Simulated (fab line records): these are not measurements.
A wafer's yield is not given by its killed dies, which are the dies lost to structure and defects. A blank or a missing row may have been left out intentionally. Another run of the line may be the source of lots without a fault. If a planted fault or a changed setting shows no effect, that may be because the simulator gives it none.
8D (eight disciplines) problem report, filled in by code    flow rit cmos    the parts of the form that need people (team, actions taken, sign-off) are left out

## 1. PROBLEM STATEMENT
Mean of killed at front end at RIT_M1_PROBE_99: 40 across 9 wafers in 3 lots; on wafers with no fault it is 7 (standard deviation 3.1). Relative to the usual mean, that is a shift of +11 standard deviations.
First observed at day 6 15:01: wafer L335.1, on prober-01. The record has a number at this step for 9 wafers belonging to 3 lots. The rule behind "out" and "out of limits": a value lying over 4 standard deviations away from the usual mean. The rest of the wafers with a number are treated as sound.

## 2. WHAT IT IS, WHAT IT ISN'T
question                     is                                is not
which readings at this step  killed at front end, killed dies  killed_at_M0_to_M3, killed open, killed short
which lots                   L335, L338, L340                  -
which wafers of those lots   all that have a number            -
read on which tools          prober-01, prober-02              -
when                         from day 6 15:01                  up to then (0 sound wafers)

## 3. SUSPECTS, AND WHAT RULES EACH OUT
Counting: a tool at any process step up to the reading remains a suspect when it ran all the lots that are out and ran no sound lot after the first of those.
- plasma asher-01 at RIT_PSD_STRIP_09 (strips in O2, time 180 s): kept. It ran every lot that is out, first L335 (day 6 07:00), and no sound lot after that.
Remaining after the count: plasma asher-01 at RIT_PSD_STRIP_09.

## 4. THE CAUSE (what the simulator had put in)
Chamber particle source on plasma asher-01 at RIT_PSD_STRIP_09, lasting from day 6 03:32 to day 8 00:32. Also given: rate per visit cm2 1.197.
After counting, this tool was the only one left.

## 5. SEQUENCE OF EFFECTS, ordered by route
Rows list readings where the struck wafers' mean (over those with a number) sits beyond 3 standard deviations from the usual. Readings are gone through only where the record gives a usual standard deviation; hours: the median, over the lots, of the time from a lot's start at the first step in this table giving one to that lot's start at this step; sigmas: the change measured in usual standard deviations.
hours  step             reading              usual  on struck wafers  change  sigmas
0      RIT_M1_PROBE_99  killed at front end  7      40                +33     +11
0      RIT_M1_PROBE_99  killed dies          7      40                +33     +11
Process steps it contains:
- RIT_M1_PROBE_99

## 6. WHAT WOULD HAVE CAUGHT IT SOONER
11 hours passed between the start of the fault at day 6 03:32 and the first reading out of limits in this record, taken at day 6 15:01.
Tool readings at RIT_PSD_STRIP_09 with a usual standard deviation given in the record: none out on any struck wafer, hence no alarm at a limit of 4 standard deviations on them.
Among the 3 lots that are out, L338, L340 began RIT_PSD_STRIP_09 on plasma asher-01 after day 6 15:01. A hold on the tool at that time would have spared those 2.
